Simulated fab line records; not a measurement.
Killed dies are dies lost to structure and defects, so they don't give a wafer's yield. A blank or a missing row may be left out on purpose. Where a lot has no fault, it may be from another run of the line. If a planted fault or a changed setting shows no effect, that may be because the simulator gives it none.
8D (eight disciplines) problem report, filled in by code | flow berkeley-cmos170 | the parts of the form that need people (team, actions taken, sign-off) are left out

1. WHAT WENT WRONG
Wafers without a fault read 1200.7 nm, standard deviation 1.6; cd-nm at UCB170_NLDD_CD_MEAS_06 reads a mean of 1218.2 nm on 6 wafers belonging to 2 lots. That puts it +11 standard deviations away from the usual mean.
The step: target cd 1200 nm.
First seen on wafer L220.2, day 8 04:55, on cd-sem-02. The record holds 42 wafers of 14 lots with a number at this step. Rule for "out", or "out of limits": more than 4 standard deviations from the usual mean. Any other wafer with a number is counted as sound.

2. WHAT IT IS, WHAT IT ISN'T
question                    | is                     | is not
which readings at this step | cd-nm                  | -
which lots                  | L220, L222             | L209, L210, L212, L213, L214, L215, L223, L224, L226, L228, L229, L232
which wafers of those lots  | all that have a number | -
read on which gauges        | cd-sem-01, cd-sem-02   | -
when                        | from day 8 04:55       | up to then (18 sound wafers); but 18 sound wafers of L223, L224, L226, L228, L229, L232 came after

3. THE SUSPECTS, EACH WITH WHAT RULES IT OUT
Counting: a tool at a process step up to the reading stays a suspect if it ran every lot that is out and no sound lot after the first of them.
- the gauge at UCB170_NLDD_CD_MEAS_06 has been ruled out. The wafers that are out were read on 2 gauges (cd-sem-01, cd-sem-02).
- litho-track-01 at UCB170_NLDD_SOFTBAKE_02 (time 60 s): kept. It ran every lot that is out, first L220 (day 8 03:47), and no sound lot after that; its last sound lot up to then is L215 (day 7 01:42). On those wafers its own readings are out: heater-power-total-W, plate-temp-C.
After counting, what remains is litho-track-01 at UCB170_NLDD_SOFTBAKE_02.

4. THE CAUSE (what the simulator had put in)
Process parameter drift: litho-track-01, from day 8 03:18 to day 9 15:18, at UCB170_NLDD_SOFTBAKE_02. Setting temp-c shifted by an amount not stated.
After counting, this tool was the only one left.

5. SEQUENCE OF EFFECTS, ordered by route
Rows list readings where the struck wafers' mean (over those with a number) sits beyond 3 standard deviations from the usual. Readings are gone through only where the record gives a usual standard deviation; hours: the median, over the lots, of the time from a lot's start at the first step in this table giving one to that lot's start at this step; sigmas: the change measured in usual standard deviations.
hours | step                    | reading              | usual     | on struck wafers | change | sigmas
0     | UCB170_NLDD_SOFTBAKE_02 | heater-power-total-W | 56.80 W   | 60.37            | +3.57  | +81
0     | UCB170_NLDD_SOFTBAKE_02 | plate-temp-C         | 129.96 C  | 136.18           | +6.22  | +44
1     | UCB170_NLDD_CD_MEAS_06  | cd-nm                | 1200.7 nm | 1218.2           | +17.5  | +11
Its process steps:
- UCB170_NLDD_SOFTBAKE_02: time 60 s.
At these later measuring or inspecting steps, every struck wafer for which the step has a row has a number for every such reading, and none has moved that far: UCB170_PSD_CD_MEAS_06.

6. HOW IT WOULD HAVE BEEN CAUGHT EARLIER
Counted from the fault's start at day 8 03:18, it took 2 hours until the first out-of-limits reading at a measuring or inspecting step in this record, taken at day 8 04:55.
The tool's own readings at UCB170_NLDD_SOFTBAKE_02 were out on every struck wafer that the step has a row for (heater-power-total-W, plate-temp-C): an alarm limit on them would have fired on the first of those.
L222, from the lots that are out (2), started UCB170_NLDD_SOFTBAKE_02 on litho-track-01 later than day 8 04:55. It would have been spared by a hold on the tool at that moment.
